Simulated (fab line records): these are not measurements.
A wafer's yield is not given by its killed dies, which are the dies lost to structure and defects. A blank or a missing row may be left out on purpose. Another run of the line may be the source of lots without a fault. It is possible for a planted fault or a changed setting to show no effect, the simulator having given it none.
Matching of chambers | flow berkeley cmos170 | UCB170_V2_CMP_02 on cmp-02 has 4 sister chambers
The step polishes SiO2. 16 wafers are shown with their chamber, then 8 later ones without.

WAFERS WITH THEIR CHAMBER
wafer  | chamber | motor current A (A) | platen rpm (rpm) | head pressure psi (psi)
L735.1 | 1       | 15.2                | 59.99            | 5.999
L735.2 | 2       | 18.1                | 60.03            | 6.010
L735.3 | 3       | 15.8                | 60.09            | 5.987
L743.2 | 2       | 18.2                | 59.96            | 6.014
L743.5 | 2       | 19.0                | 59.98            | 6.006
L743.6 | 1       | 15.6                | 60.00            | 5.998
L748.2 | 2       | 18.5                | 59.99            | 5.985
L748.3 | 0       | 19.3                | 60.02            | 6.007
L748.6 | 2       | 17.5                | 60.05            | 5.991
L750.2 | 3       | 15.4                | 60.03            | 5.991
L750.3 | 0       | 17.6                | 59.99            | 5.996
L750.4 | 1       | 15.4                | 60.00            | 6.008
L751.1 | 1       | 15.6                | 59.93            | 6.008
L751.2 | 0       | 18.6                | 59.94            | 5.996
L751.3 | 2       | 18.4                | 59.95            | 5.991
L754.1 | 2       | 17.7                | 59.98            | 5.981

SIGNATURES, as means of the wafers listed above
reading           | chamber 0 | chamber 1 | chamber 2 | chamber 3 | scatter within a chamber
motor current A   | 18.500    | 15.450    | 18.200    | 15.600    | 0.514
platen rpm        | 59.9833   | 59.9800   | 59.9914   | 60.0600   | 0.0369
head pressure psi | 5.99967   | 6.00325   | 5.99686   | 5.98900   | 0.00996
Rule: a wafer's distance from a chamber is the root of the sum, over the readings, of the square of ((its reading less the chamber's mean) divided by the reading's scatter). The wafer belongs to the nearest chamber; if the next one is less than 2 further off, it can't be placed. How the scatter is found: for the shown wafers, subtract from each reading the mean of its chamber, square and add these, divide the total by (wafers less chambers), then take the root.

WAFERS MISSING THEIR CHAMBER
wafer  | motor current A (A) | platen rpm (rpm) | head pressure psi (psi)
L754.4 | 15.8                | 60.04            | 6.011
L754.6 | 18.0                | 60.03            | 6.003
L755.1 | 16.7                | 59.92            | 5.972
L755.4 | 15.8                | 59.97            | 5.994
L755.5 | 15.5                | 59.96            | 5.994
L757.3 | 18.9                | 60.05            | 6.003
L757.4 | 18.3                | 59.99            | 6.013
L757.5 | 15.9                | 60.01            | 5.994

CHAMBER TAKEN BY EACH
wafer  | from the rows above               | in truth
L754.4 | can't be placed: 1 or 3           | 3
L754.6 | can't be placed: 2 or 0           | 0
L755.1 | can't be placed: 1 or 2 or 3 or 0 | 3
L755.4 | can't be placed: 1 or 3           | 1
L755.5 | can't be placed: 1 or 3           | 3
L757.3 | can't be placed: 0 or 2           | 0
L757.4 | can't be placed: 0 or 2           | 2
L757.5 | can't be placed: 1 or 3           | 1
0 of 8 placed correctly. Can't be placed from these rows: 8 (the true chamber is among the candidates in 8). Placed wrongly: 0.
